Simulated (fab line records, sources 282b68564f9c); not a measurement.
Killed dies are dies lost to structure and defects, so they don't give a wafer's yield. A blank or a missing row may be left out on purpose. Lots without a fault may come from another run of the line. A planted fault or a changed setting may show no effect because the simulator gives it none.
Split-lot experiment | flow rit_cmos | 5 lots, 23 wafers read, on a route of 202 steps

THE SPLIT
At RIT_ACTIVE_OXIDATION_01 (target thk 46.8 nm, ox time 3360 s), the setting temp_c was moved away from the recipe's 1000 C on 10 of the 23 wafers read, by -2.4% to -1.7%. The other wafers ran this setting at the recipe's value.

The file shows no step between the split and the reading.

THE READING
ACTIVE_OXIDE_THK, in nm, at RIT_ACTIVE_THK_MEAS_02. Fault-free wafers of this fab line usually give 46.8 nm, standard deviation 0.68 nm.

wafer  | tool, chamber at the split | temp_c as run, C | against the recipe | ACTIVE_OXIDE_THK, nm | against lot-mates on the recipe
L074.1 | -, -                       | 975.9            | -2.4%              | 37.7                 | no lot-mate on the recipe
L074.2 | -, -                       | 975.9            | -2.4%              | 38.0                 | no lot-mate on the recipe
L074.3 | -, -                       | 975.9            | -2.4%              | 37.5                 | no lot-mate on the recipe
L074.4 | -, -                       | 975.9            | -2.4%              | 39.0                 | no lot-mate on the recipe
L074.5 | -, -                       | 975.9            | -2.4%              | 37.6                 | no lot-mate on the recipe
L078.1 | -, -                       | 982.5            | -1.7%              | 39.5                 | no lot-mate on the recipe
L078.2 | -, -                       | 982.5            | -1.7%              | 39.2                 | no lot-mate on the recipe
L078.3 | -, -                       | 982.5            | -1.7%              | 39.4                 | no lot-mate on the recipe
L078.5 | -, -                       | 982.5            | -1.7%              | 39.7                 | no lot-mate on the recipe
L078.6 | -, -                       | 982.5            | -1.7%              | 38.8                 | no lot-mate on the recipe
L079.2 | -, -                       | 1000             | recipe             | 46.0                 | -
L079.3 | -, -                       | 1000             | recipe             | 45.3                 | -
L079.4 | -, -                       | 1000             | recipe             | 45.4                 | -
L079.5 | -, -                       | 1000             | recipe             | 46.9                 | -
L079.6 | -, -                       | 1000             | recipe             | 46.2                 | -
L084.1 | -, -                       | 1000             | recipe             | 47.6                 | -
L084.2 | -, -                       | 1000             | recipe             | 47.7                 | -
L084.3 | -, -                       | 1000             | recipe             | 48.6                 | -
L084.5 | -, -                       | 1000             | recipe             | 48.1                 | -
L084.6 | -, -                       | 1000             | recipe             | 48.3                 | -
L085.2 | furnace-03, 0              | 1000             | recipe             | 46.1                 | -
L085.4 | furnace-03, 0              | 1000             | recipe             | 45.8                 | -
L085.5 | furnace-03, 0              | 1000             | recipe             | 46.5                 | -

THE FIT
A straight line over all 23 wafers: ACTIVE_OXIDE_THK changes by +3.85 nm for each +1% of temp_c; r = +0.97; the points scatter about the line by 1 nm.
Too few moved wafers have a lot-mate on the recipe to fit a line with each lot's own level taken away.

THE WHOLE CHAIN: every reading that the file lists as answering this split, in the file's order
step                    | what it does                       | reading                                                                             | change (the file's fit)              | r (the file's)
RIT_ACTIVE_OXIDATION_01 | target thk 46.8 nm, ox time 3360 s | SiO2_of_ACTIVE_OXIDATION_01.thk_nm (the simulator's own value, which no gauge read) | +3.84 nm for each +1% of the setting | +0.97
RIT_ACTIVE_THK_MEAS_02  |                                    | ACTIVE_OXIDE_THK                                                                    | +3.84 for each +1% of the setting    | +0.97

THE FILE'S OWN FIT
ACTIVE_OXIDE_THK changes by +3.84 nm for each +1% of temp_c, r = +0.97.
